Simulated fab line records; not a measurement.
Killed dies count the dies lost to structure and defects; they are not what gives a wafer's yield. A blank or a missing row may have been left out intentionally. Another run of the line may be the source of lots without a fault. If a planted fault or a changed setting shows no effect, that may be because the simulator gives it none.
Lot-split experiment / flow berkeley_cmos170 / 23 wafers read from 5 lots, route of 331 steps

THE SPLIT
At UCB170_ZERO_COAT_01 (resist thk 900 nm), the setting resist_thk_nm was moved away from the recipe's 900 nm on 7 of the 23 wafers read, by -4.6% to +2.2%. For the rest of the wafers, this setting stayed at what the recipe calls for.

Reading taken at the split's own step.

THE READING
KrF_of_ZERO_COAT_01.thk_nm (the simulator's own value, which no gauge read), in nm, at UCB170_ZERO_COAT_01 (resist thk 900 nm). The file does not state a usual value for it. Average 897.2 nm, standard deviation 2.2 nm, over the 16 wafers here run with the recipe.

wafer=L076.1; tool, chamber at the split=litho_track-02, 0; resist_thk_nm as run, nm=920.1; against the recipe=+2.2%; KrF_of_ZERO_COAT_01.thk_nm, nm=918.4; against lot-mates on the recipe=+21.9
wafer=L076.2; tool, chamber at the split=litho_track-02, 0; resist_thk_nm as run, nm=900; against the recipe=recipe; KrF_of_ZERO_COAT_01.thk_nm, nm=896; against lot-mates on the recipe=-
wafer=L076.3; tool, chamber at the split=litho_track-02, 0; resist_thk_nm as run, nm=900; against the recipe=recipe; KrF_of_ZERO_COAT_01.thk_nm, nm=897.1; against lot-mates on the recipe=-
wafer=L076.4; tool, chamber at the split=litho_track-02, 0; resist_thk_nm as run, nm=920.1; against the recipe=+2.2%; KrF_of_ZERO_COAT_01.thk_nm, nm=918.8; against lot-mates on the recipe=+22.2
wafer=L076.5; tool, chamber at the split=litho_track-02, 0; resist_thk_nm as run, nm=920.1; against the recipe=+2.2%; KrF_of_ZERO_COAT_01.thk_nm, nm=919; against lot-mates on the recipe=+22.5
wafer=L078.1; tool, chamber at the split=litho_track-01, 0; resist_thk_nm as run, nm=900; against the recipe=recipe; KrF_of_ZERO_COAT_01.thk_nm, nm=898.1; against lot-mates on the recipe=-
wafer=L078.3; tool, chamber at the split=litho_track-01, 0; resist_thk_nm as run, nm=900; against the recipe=recipe; KrF_of_ZERO_COAT_01.thk_nm, nm=895.1; against lot-mates on the recipe=-
wafer=L078.6; tool, chamber at the split=litho_track-01, 0; resist_thk_nm as run, nm=900; against the recipe=recipe; KrF_of_ZERO_COAT_01.thk_nm, nm=896.3; against lot-mates on the recipe=-
wafer=L079.1; tool, chamber at the split=litho_track-02, 0; resist_thk_nm as run, nm=870.6; against the recipe=-3.3%; KrF_of_ZERO_COAT_01.thk_nm, nm=869; against lot-mates on the recipe=-26.0
wafer=L079.3; tool, chamber at the split=litho_track-02, 0; resist_thk_nm as run, nm=900; against the recipe=recipe; KrF_of_ZERO_COAT_01.thk_nm, nm=892.7; against lot-mates on the recipe=-
wafer=L079.4; tool, chamber at the split=litho_track-02, 0; resist_thk_nm as run, nm=900; against the recipe=recipe; KrF_of_ZERO_COAT_01.thk_nm, nm=895.1; against lot-mates on the recipe=-
wafer=L079.5; tool, chamber at the split=litho_track-02, 0; resist_thk_nm as run, nm=870.6; against the recipe=-3.3%; KrF_of_ZERO_COAT_01.thk_nm, nm=865; against lot-mates on the recipe=-30.0
wafer=L079.6; tool, chamber at the split=litho_track-02, 0; resist_thk_nm as run, nm=900; against the recipe=recipe; KrF_of_ZERO_COAT_01.thk_nm, nm=897.2; against lot-mates on the recipe=-
wafer=L082.1; tool, chamber at the split=litho_track-03, 0; resist_thk_nm as run, nm=900; against the recipe=recipe; KrF_of_ZERO_COAT_01.thk_nm, nm=899; against lot-mates on the recipe=-
wafer=L082.2; tool, chamber at the split=litho_track-03, 0; resist_thk_nm as run, nm=900; against the recipe=recipe; KrF_of_ZERO_COAT_01.thk_nm, nm=897.1; against lot-mates on the recipe=-
wafer=L082.3; tool, chamber at the split=litho_track-03, 0; resist_thk_nm as run, nm=900; against the recipe=recipe; KrF_of_ZERO_COAT_01.thk_nm, nm=897.6; against lot-mates on the recipe=-
wafer=L082.4; tool, chamber at the split=litho_track-03, 0; resist_thk_nm as run, nm=900; against the recipe=recipe; KrF_of_ZERO_COAT_01.thk_nm, nm=896.6; against lot-mates on the recipe=-
wafer=L082.5; tool, chamber at the split=litho_track-03, 0; resist_thk_nm as run, nm=900; against the recipe=recipe; KrF_of_ZERO_COAT_01.thk_nm, nm=896.7; against lot-mates on the recipe=-
wafer=L085.1; tool, chamber at the split=litho_track-01, 0; resist_thk_nm as run, nm=858.8; against the recipe=-4.6%; KrF_of_ZERO_COAT_01.thk_nm, nm=859.8; against lot-mates on the recipe=-40.5
wafer=L085.2; tool, chamber at the split=litho_track-01, 0; resist_thk_nm as run, nm=900; against the recipe=recipe; KrF_of_ZERO_COAT_01.thk_nm, nm=902.2; against lot-mates on the recipe=-
wafer=L085.3; tool, chamber at the split=litho_track-01, 0; resist_thk_nm as run, nm=900; against the recipe=recipe; KrF_of_ZERO_COAT_01.thk_nm, nm=897.6; against lot-mates on the recipe=-
wafer=L085.4; tool, chamber at the split=litho_track-01, 0; resist_thk_nm as run, nm=858.8; against the recipe=-4.6%; KrF_of_ZERO_COAT_01.thk_nm, nm=857; against lot-mates on the recipe=-43.3
wafer=L085.5; tool, chamber at the split=litho_track-01, 0; resist_thk_nm as run, nm=900; against the recipe=recipe; KrF_of_ZERO_COAT_01.thk_nm, nm=901; against lot-mates on the recipe=-

FIT RESULTS
A straight line over all 23 wafers: KrF_of_ZERO_COAT_01.thk_nm changes by +8.94 nm for each +1% of resist_thk_nm; r = +0.99; the points scatter about the line by 2.2 nm.
The same after taking each lot's own level away (the mean of its wafers on the recipe; 23 wafers): +9.19 nm for each +1%; r = +1.00; scatter 1.6 nm.
On that fit, the largest move of resist_thk_nm shifts the reading by 42 nm.
Measured against the standard deviation above, the lots' own levels, which go from 895.00 to 900.27 nm, span 2.4 times it.
So the lot-to-lot level changes the slope little: the two slopes agree.
Check: -42.1 nm against its lot-mates is what the line predicts for one of the wafers moved furthest among these (-4.6%) when that wafer is left out of the fit. Against them it came out at -40.5 nm.

THE WHOLE CHAIN: every reading that the file lists as answering this split, in the file's order
step=UCB170_ZERO_COAT_01; what it does=resist thk 900 nm; reading=KrF_of_ZERO_COAT_01.thk_nm (the simulator's own value, which no gauge read); change (the file's fit)=+9.09 nm for each +1% of the setting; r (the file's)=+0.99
step=UCB170_ZERO_STRIP_07; what it does=strips in O2; reading=strip_time_to_endpoint_s; change (the file's fit)=withheld for each +1% of the setting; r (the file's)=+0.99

FILE'S OWN FIT
KrF_of_ZERO_COAT_01.thk_nm changes by +9.09 nm for each +1% of resist_thk_nm, r = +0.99.
